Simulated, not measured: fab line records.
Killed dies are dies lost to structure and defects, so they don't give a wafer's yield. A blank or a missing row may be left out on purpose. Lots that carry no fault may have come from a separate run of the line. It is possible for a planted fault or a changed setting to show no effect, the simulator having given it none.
Which tool is to blame? ; flow berkeley-cmos170 ; 13 lots, 38 wafers sampled, at 3 steps of a route of 331

WHAT THE GAUGES SHOWED, per wafer
UCB170_NWELL_THK_MEAS_05. Usual: NWELL_NITRIDE_THK typically reads 222.0 nm, with standard deviation 2.
lot;measured;on;NWELL_NITRIDE_THK (nm);flag
L637;day 2 04:46;film-metro-03;220.4 221.3 221.8;
L638;day 2 18:31;film-metro-02;220.8 219.4 220.3;
L639;day 2 18:31;film-metro-01;221.0 222.8 222.2;
L640;day 3 22:35;film-metro-02;225.7 224.9 225.2;
L644;day 4 05:20;film-metro-01;218.2 222.2 221.1;
L642;day 4 05:24;film-metro-03;221.5 222.1 220.8;
L650;day 5 14:37;film-metro-02;222.2 223.7;
L655;day 6 06:34;film-metro-01;221.9 221.8 223.1;
L654;day 6 06:34;film-metro-02;226.1 223.8 225.1;
L656;day 6 12:08;film-metro-02;218.7 218.7 218.2;
L658;day 7 01:51;film-metro-03;226.2 225.2 225.4;
L659;day 7 01:51;film-metro-01;220.5 220.8 220.4;
L660;day 7 10:32;film-metro-03;219.7 221.0 219.8;

UCB170_PWELL_THK_MEAS_06. Usual: PWELL_NITRIDE_THK typically reads 218.4 nm, with standard deviation 1.8.
lot;measured;on;PWELL_NITRIDE_THK (nm);flag
L637;day 3 19:04;film-metro-02;219.7 220.8 218.7;
L638;day 4 02:43;film-metro-01;218.7 218.6 219.2;
L639;day 4 02:43;film-metro-02;216.4 216.9 216.4;
L640;day 5 06:04;film-metro-02;221.4 220.1 221.1;
L644;day 5 12:47;film-metro-01;216.1 218.4 216.5;
L642;day 5 12:44;film-metro-04;218.1 220.5 218.6;
L650;day 6 14:53;film-metro-04;216.8 216.4;
L655;day 7 03:46;film-metro-04;219.3 220.1 218.8;
L654;day 7 03:47;film-metro-02;217.6 216.2 218.0;
L656;day 7 11:31;film-metro-02;217.9 218.3 218.0;
L658;day 7 21:28;film-metro-02;215.5 219.1 214.9;
L659;day 7 21:28;film-metro-01;219.0 217.3 220.5;
L660;day 8 07:13;film-metro-01;220.1 219.7 221.1;

UCB170_ACTIVE_THK_MEAS_06. Usual: ACTIVE_NITRIDE_THK typically reads 218.7 nm, with standard deviation 2.
lot;measured;on;ACTIVE_NITRIDE_THK (nm);flag
L637;day 5 17:18;film-metro-03;219.9 218.9 218.8;
L638;day 6 00:05;film-metro-04;218.9 217.8 216.9;
L639;day 6 00:05;film-metro-01;217.0 215.7 216.3;
L640;day 6 12:26;film-metro-04;217.0 215.5 216.6;
L644;day 7 01:00;film-metro-03;217.0 217.1 215.5;
L642;day 7 01:00;film-metro-04;218.7 221.6 221.2;
L650;day 7 23:28;film-metro-04;220.7 221.6;
L655;day 8 14:03;film-metro-03;215.1 216.7 217.8;
L654;day 8 14:04;film-metro-01;217.7 218.6 217.8;
L656;day 9 00:24;film-metro-04;219.9 220.0 219.2;
L658;day 9 13:44;film-metro-01;220.6 221.8 221.4;
L659;day 9 20:47;film-metro-04;217.8 217.3 219.0;
L660;day 10 03:41;film-metro-03;221.4 222.3 220.9;

WHAT TOOL EACH LOT RAN ON (gives the tool, then ch and the chambers of the sampled wafers, and finally the start)
The record shows no process step preceding these readings.

AS READ BY THE TOOLS THEMSELVES (means over the sampled wafers that have a number; for cases with no such wafer, the mark the record gives instead)
The record holds no such reading with a usual standard deviation.

THE ANSWER, worked out from the rows above alone
Rule: a lot counts as off when the mean over its wafers that have a number is more than 3 standard deviations away from the usual mean. A lot without any number at a reading at which 4 lots or more have one is off too. The other lots that the step has rows for count as sound. First the gauges in route order, then the tools' own readings, where a lot's mean is used as printed above. At the first step where some lot is off, the reading lying furthest off is the one used; lots without a number count as furthest.
None of the lots is off at any reading shown; this tells nothing.

WHAT HAD BEEN PUT IN BY THE SIMULATOR
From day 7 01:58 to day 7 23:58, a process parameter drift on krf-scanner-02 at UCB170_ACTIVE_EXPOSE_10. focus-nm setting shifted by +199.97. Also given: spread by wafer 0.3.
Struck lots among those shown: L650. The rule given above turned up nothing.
